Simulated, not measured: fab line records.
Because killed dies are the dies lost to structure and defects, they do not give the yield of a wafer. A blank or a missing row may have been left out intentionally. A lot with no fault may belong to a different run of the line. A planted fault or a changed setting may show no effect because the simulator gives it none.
Struck lot and sound lot, side by side | flow rit_cmos | 17 out of 202 route steps
Sound: wafers L353.3, L353.5, L353.6. Wafers struck: L354.2, L354.3, L354.4. Last of all comes the cause.
Per side, at each step with rows, come the tool, then ch with its chambers, and then its first start. Under that, the readings that differ: sound wafers | struck wafers | difference of the means | sigmas: that difference in standard deviations of wafers without a fault.
alike: a reading whose means differ by less than 2 such deviations, as well as words and numbers matching on both sides. not compared: withheld readings; readings where some wafer has no value; bounds like >300 that might hide an equal value; numbers whose values overlap and for which the record gives no deviation.
Wherever a step has rows on one side only, a row that says differs or no value, or a row with sigmas, the two part there. When numbers do not overlap yet have no deviation, they are printed without sigmas and do not part them. A reading that every wafer of one side lacks parts them only if that side has two wafers or more.

RIT_NWELL_TW_MEAS_10:
  sound on film_metro-01, day 4 06:22; struck on film_metro-02, day 4 09:04
  alike: NWELL_TW
then, 6 steps without rows for these wafers: RIT_PWELL_HMDS_00 (prime time 60 s); RIT_PWELL_COAT_01 (resist thk 1300 nm); RIT_PWELL_SOFTBAKE_02 (time 60 s); RIT_PWELL_EXPOSE_03 (exposes mask M3, target cd 43700 nm); RIT_PWELL_PEB_04; RIT_PWELL_DEVELOP_05 (develop time 68 s).
RIT_PWELL_OVL_MEAS_06:
  sound on overlay-02, day 4 07:26; struck on overlay-01, day 4 10:02
  alike: PWELL_OVL
then, 2 steps without rows for these wafers: RIT_PWELL_HARDBAKE_07 (time 120 s); RIT_PWELL_IMPLANT_08.
RIT_PWELL_STRIP_09: strips in O2, time 180 s.
  sound on plasma_asher-04 ch 0,1, day 4 07:55; struck on plasma_asher-04 ch 0,1, day 4 10:28
  alike: drypump_motor_current_A
  not compared: rf_hours_counter_h
RIT_PWELL_TW_MEAS_10:
  sound on film_metro-02, day 4 08:03; struck on film_metro-01, day 4 10:38
  reading  | sound       | struck      | difference | sigmas
  PWELL_TW | 959 961 957 | 947 948 950 | -11        | -2
RIT_WELLDRIVE_ANNEAL_00: time 14700 s.
  sound on furnace-04 ch 0, day 4 08:05; struck on furnace-02 ch 0, day 4 10:41
  reading                   | sound                | struck               | difference | sigmas
  spike_tc_centre_C (C)     | 1103.1 1104.1 1104.0 | 1068.5 1068.7 1067.4 | -35.5      | -32
  zone_power_centre_pct (%) | 50.0 50.2 50.7       | 36.3 36.3 35.1       | -14.4      | -8
  alike: spike_tc_load_C
RIT_WELLDRIVE_RS_MEAS_01: measurement is done with a four-point probe.
  sound on film_metro-02, day 4 13:13; struck on film_metro-02, day 4 15:47
  reading           | sound             | struck            | difference | sigmas
  NWELL_RS (ohm/sq) | 275.3 275.8 275.8 | 287.9 284.4 281.0 | +8.8       | +11
RIT_WELLDRIVE_RS_MEAS_02: measurement is done with a four-point probe.
  sound on film_metro-02, day 4 13:20; struck on film_metro-02, day 4 15:55
  reading           | sound             | struck            | difference | sigmas
  PWELL_RS (ohm/sq) | 427.1 428.5 428.3 | 444.2 440.2 437.3 | +12.6      | +10
then, 1 step without rows for these wafers: RIT_NRETRO_HMDS_00 (prime time 60 s).
RIT_M1_PROBE_99:
  sound on prober-02, day 5 18:51; struck on prober-01, day 5 20:33
  reading                             | sound                | struck               | difference | sigmas
  killed_at_M0_to_M3                  | 0 0 0                | 1 0 0                | +0         | +4
  model.etest.nwell_pinched.rs_ohm_sq | 342.6 338.7 339.6    | 365 359.9 351.7      | +19        |
  model.etest.pwell_pinched.rs_ohm_sq | 459.8 456.5 452.4    | 474.6 472.2 477.9    | +18.7      |
  model.etest.pwell.rs_ohm_sq         | 412.6 415.8 414.6    | 427.4 421.9 426.5    | +10.9      |
  model.etest.field_n.vt_v (V)        | 35.68 35.57 35.98    | 35.21 34.66 34.83    | -0.84      |
  model.etest.field_p_metal.vt_v (V)  | -29.27 -29.96 -29.71 | -30.08 -30.63 -30.28 | -0.68      |
  alike: killed_at_contacts, killed_at_front_end, killed_dies, killed_open, killed_short
  not compared: model.etest.pmos_0p3.r_on_ohm_um, model.etest.pmos_narrow.drive_ua_um, model.etest.pmos_0p3.drive_ua_um

== WHERE THEY PART ==
At RIT_PWELL_TW_MEAS_10 first; at RIT_M1_PROBE_99 last (within this record only).

WHY: the cause the simulator had injected
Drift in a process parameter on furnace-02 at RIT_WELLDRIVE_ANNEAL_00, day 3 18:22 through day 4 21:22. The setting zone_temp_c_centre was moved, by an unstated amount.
